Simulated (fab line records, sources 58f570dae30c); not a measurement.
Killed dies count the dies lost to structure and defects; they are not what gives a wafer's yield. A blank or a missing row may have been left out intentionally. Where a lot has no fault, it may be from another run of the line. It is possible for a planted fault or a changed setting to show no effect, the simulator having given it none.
Commonality check across tools -- flow berkeley cmos170 -- Lots sampled 14, wafers sampled 42

REASON FOR OPENING
At UCB170_SDANNEAL_RS_MEAS_02 the reading PSD_RS is flagged on 2 of 14 lots. Wafers without a fault read 75.47 ohm/sq, standard deviation 0.29.
Rule: a lot is flagged in two cases, either no wafer of it has a number, or all its wafers with numbers fall more than 4 standard deviations from that mean. As for the other lots, they are considered sound.

lot,measured,on,"PSD_RS (ohm/sq), wafer by wafer",flag
L263,day 8 08:15,film metro-02,75.37 75.78 75.16,
L262,day 8 08:59,film metro-04,75.35 75.19 75.08,
L264,day 8 21:20,film metro-02,75.55 75.56 75.62,
L265,day 8 21:49,film metro-01,75.74 75.56 75.69,
L268,day 9 11:58,film metro-01,75.90 75.78 75.61,
L266,day 9 14:36,film metro-02,74.96 75.05 75.10,
L267,day 9 14:36,film metro-04,75.52 75.29 75.51,
L269,day 9 14:44,film metro-01,76.31 75.78 75.66,
L274,day 11 09:07,film metro-04,75.48 75.37 75.12,
L278,day 12 06:29,film metro-02,105.48 104.94 105.28,FLAGGED
L277,day 12 06:56,film metro-01,105.50 105.41 105.43,FLAGGED
L281,day 12 08:44,film metro-01,75.48 75.44 75.62,
L282,day 13 23:58,film metro-02,75.79 75.90 76.08,
L284,day 14 08:34,film metro-02,75.62 75.58 75.48,
The numbers of the flagged lots are 105.34 ohm/sq on average: +29.87 ohm/sq against the usual, or +99 or more standard deviations.

TOOL THAT RAN EACH LOT
The record holds 1 process step before the reading, out of a route of 331 steps. Read each cell as the tool, then ch plus the chambers that the sampled wafers visited, then the start.
lot,flag,UCB170_SDANNEAL_RTA_01
L263,,"rtp anneal-02 ch 0, day 8 08:11"
L262,,"rtp anneal-01 ch 0, day 8 08:55"
L264,,"rtp anneal-02 ch 0, day 8 21:16"
L265,,"rtp anneal-01 ch 0, day 8 21:46"
L268,,"rtp anneal-02 ch 0, day 9 11:55"
L266,,"rtp anneal-01 ch 0, day 9 14:32"
L267,,"rtp anneal-02 ch 0, day 9 14:32"
L269,,"rtp anneal-02 ch 0, day 9 14:40"
L274,,"rtp anneal-02 ch 0, day 11 09:02"
L278,FLAGGED,"rtp anneal-01 ch 0, day 12 06:25"
L277,FLAGGED,"rtp anneal-01 ch 0, day 12 06:52"
L281,,"rtp anneal-02 ch 0, day 12 08:41"
L282,,"rtp anneal-02 ch 0, day 13 23:54"
L284,,"rtp anneal-02 ch 0, day 14 08:30"
What these steps do:
- UCB170_SDANNEAL_RTA_01: time 5 s.
- UCB170_SDANNEAL_RS_MEAS_02: measures by four-point-probe.

FLAGGED AGAINST TOTAL, ONE TOOL AT A TIME (gauges that did the reading follow at the end)
step,tool,lots run,flagged,share of the flagged lots,sound lots run after its first flagged lot
UCB170_SDANNEAL_RTA_01,rtp anneal-01,5,2,all,0
UCB170_SDANNEAL_RTA_01,rtp anneal-02,9,0,none,-
UCB170_SDANNEAL_RS_MEAS_02,film metro-01,5,1,some,1 (L281)
UCB170_SDANNEAL_RS_MEAS_02,film metro-02,6,1,some,"2 (L282,L284)"
UCB170_SDANNEAL_RS_MEAS_02,film metro-04,3,0,none,-

WHAT IS ALLOWED BY THE TABLE
Rows of the table that ran each flagged lot: 1, that is rtp anneal-01 at UCB170_SDANNEAL_RTA_01.
- rtp anneal-01 at UCB170_SDANNEAL_RTA_01 ran 5 lots, 2 of them flagged. A fault beginning between L266 (day 9 14:32), its last sound lot, and L278 (day 12 06:25), its first flagged one, fits the data.
Left over: one tool, rtp anneal-01 at UCB170_SDANNEAL_RTA_01.

WHAT THE SIMULATOR HAD PUT IN
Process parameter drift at UCB170_SDANNEAL_RTA_01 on rtp anneal-01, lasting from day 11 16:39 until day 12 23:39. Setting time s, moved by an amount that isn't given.
Lots struck among those shown: L278, L277. The rule above reached the same finding.
